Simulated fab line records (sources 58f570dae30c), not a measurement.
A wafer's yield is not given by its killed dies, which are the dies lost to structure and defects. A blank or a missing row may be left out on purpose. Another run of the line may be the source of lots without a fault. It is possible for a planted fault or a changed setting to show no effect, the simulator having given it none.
What tool caused it? / flow berkeley-cmos170 / Sampling: 6 lots, 18 wafers, 2 of 331 route steps

WHAT THE GAUGES READ, wafer by wafer
UCB170_NLDD_CD_MEAS_06: target cd 1200 nm.
lot=L195; measured=day 7 01:38; on=cd-sem-01; cd-nm (nm)=961.3 960.3 959.9 961.7 960.5 959.6
lot=L196; measured=day 7 14:24; on=cd-sem-01; cd-nm (nm)=1200.4 1200.7 1201.5
lot=L205; measured=day 9 09:20; on=cd-sem-02; cd-nm (nm)=1200.9 1200.0 1200.8
lot=L206; measured=day 9 23:11; on=cd-sem-01; cd-nm (nm)=1203.0 1202.2 1201.9
lot=L214; measured=day 11 00:40; on=cd-sem-02; cd-nm (nm)=1199.2 1198.5 1200.3
lot=L213; measured=day 11 01:22; on=cd-sem-02; cd-nm (nm)=1198.6 1198.5 1198.8

TOOL THAT RAN EACH LOT (tool first, then ch and the chambers of the sampled wafers, then the start)
lot=L195; UCB170_NLDD_EXPOSE_03=krf-scanner-02 ch 0, day 7 01:14
lot=L196; UCB170_NLDD_EXPOSE_03=krf-scanner-02 ch 0, day 7 13:52
lot=L205; UCB170_NLDD_EXPOSE_03=krf-scanner-02 ch 0, day 9 08:56
lot=L206; UCB170_NLDD_EXPOSE_03=krf-scanner-01 ch 0, day 9 22:41
lot=L214; UCB170_NLDD_EXPOSE_03=krf-scanner-01 ch 0, day 11 00:16
lot=L213; UCB170_NLDD_EXPOSE_03=krf-scanner-01 ch 0, day 11 00:49
- UCB170_NLDD_EXPOSE_03: exposes mask NSELECT, target cd 1200 nm.

THE ANSWER, worked out from the rows above alone
Rule: usual is defined by the lots themselves. Put in order of their means at a reading, lots are off if they are a third of the lots or fewer, leave a main group of 4 or more, and stand apart from it by a gap of 3 or more times the standard deviation of the main group's means; of several such gaps the widest counts. Not used: any main group whose means are identical at the precision the tables above print for the reading. Also off: a lot with no number at a reading for which 4 or more lots have one. All remaining lots with rows at the step are treated as sound.
Off: L195, at UCB170_NLDD_CD_MEAS_06 (cd-nm). For the main group the mean is 1200.4 nm and the standard deviation 1.3.
A tool fits if, at a process step before that reading, it ran every lot that is off, and no sound lot after the first of them. The gauges at UCB170_NLDD_CD_MEAS_06 are tried like those tools. None of those tried fits.

WHAT THE SIMULATOR HAD PUT IN
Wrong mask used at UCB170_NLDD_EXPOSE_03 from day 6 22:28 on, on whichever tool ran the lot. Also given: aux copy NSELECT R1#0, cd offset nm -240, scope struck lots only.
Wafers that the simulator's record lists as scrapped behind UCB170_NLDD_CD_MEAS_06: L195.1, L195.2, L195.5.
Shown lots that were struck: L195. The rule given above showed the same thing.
